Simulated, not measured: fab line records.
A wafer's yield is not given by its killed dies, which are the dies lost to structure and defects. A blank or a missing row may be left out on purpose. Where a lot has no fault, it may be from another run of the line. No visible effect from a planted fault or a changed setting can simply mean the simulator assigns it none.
Which of the tools did it?    flow rit cmos    13 lots, 39 wafers sampled, at 2 steps of a route of 202

## WHAT THE GAUGES READ, wafer by wafer
No reading from a measuring or inspecting step in the record can be judged against a usual standard deviation.

## TOOL THAT RAN EACH LOT (tool first, then ch and the chambers of the sampled wafers, then the start)
lot   RIT_PSD_IMPLANT_08              RIT_M1_PROBE_99
L420  implanter-04 ch 0, day 3 05:35  prober-01, day 3 13:43
L421  implanter-02 ch 0, day 3 12:32  -
L422  implanter-02 ch 0, day 3 16:01  -
L423  implanter-02 ch 0, day 3 19:16  prober-01, day 4 03:58
L424  implanter-02 ch 0, day 4 08:40  -
L425  implanter-02 ch 0, day 4 14:26  prober-01, day 4 22:34
L426  implanter-03 ch 0, day 4 14:31  -
L427  implanter-02 ch 0, day 4 17:54  prober-01, day 5 02:15
L434  implanter-04 ch 0, day 6 03:31  prober-02, day 6 11:46
L435  implanter-02 ch 0, day 6 08:19  -
L437  implanter-04 ch 0, day 6 20:22  -
L438  implanter-03 ch 0, day 7 01:09  prober-02, day 7 09:21
L439  implanter-04 ch 0, day 7 06:58  -
- RIT_PSD_IMPLANT_08
- RIT_M1_PROBE_99

## AS READ BY THE TOOLS THEMSELVES (means over the sampled wafers that have a number; for cases with no such wafer, the mark the record gives instead)
RIT_PSD_IMPLANT_08.
lot   tool          dose ions cm2
L420  implanter-04  5e+15
L421  implanter-02  5e+15
L422  implanter-02  5e+15
L423  implanter-02  5e+15
L424  implanter-02  5e+15
L425  implanter-02  5e+15
L426  implanter-03  5e+15
L427  implanter-02  5e+15
L434  implanter-04  5e+15
L435  implanter-02  5e+15
L437  implanter-04  5e+15
L438  implanter-03  5e+15
L439  implanter-04  5e+15

RIT_M1_PROBE_99.
lot   tool       killed at contacts  killed at front end  killed dies  killed open  killed short
L420  prober-01  0.0                 8                    8            3.3          4.3
L423  prober-01  0.3                 3                    4            2.0          1.7
L425  prober-01  0.0                 5                    5            3.0          2.0
L427  prober-01  0.0                 6                    6            3.3          2.7
L434  prober-02  0.0                 5                    5            1.3          3.7
L438  prober-02  0.0                 4                    4            2.3          1.7

## THE ANSWER, worked out from the rows above alone
Rule: what is usual is taken from the lots themselves. The widest of any qualifying gaps counts: lots, ordered by their means at a reading, are off when they make up no more than a third of the lots, leave a main group of 4 or more, and stand apart from it by 3 or more times the standard deviation of that group's means. A main group is skipped when, at the precision printed for the reading in the tables above, its means are all equal. Also off: a lot with no number at a reading for which 4 or more lots have one. The other lots that the step has rows for count as sound. Order of review: gauges by route order, followed by the tools' own readings, for which a lot's mean as printed above is used. The first step at which some lot is off is used, and at that step the reading that is off furthest; a lot without a number counts as furthest.
Nothing can be told from this: no lot is off at any reading shown.

## WHAT THE SIMULATOR HAD INSERTED
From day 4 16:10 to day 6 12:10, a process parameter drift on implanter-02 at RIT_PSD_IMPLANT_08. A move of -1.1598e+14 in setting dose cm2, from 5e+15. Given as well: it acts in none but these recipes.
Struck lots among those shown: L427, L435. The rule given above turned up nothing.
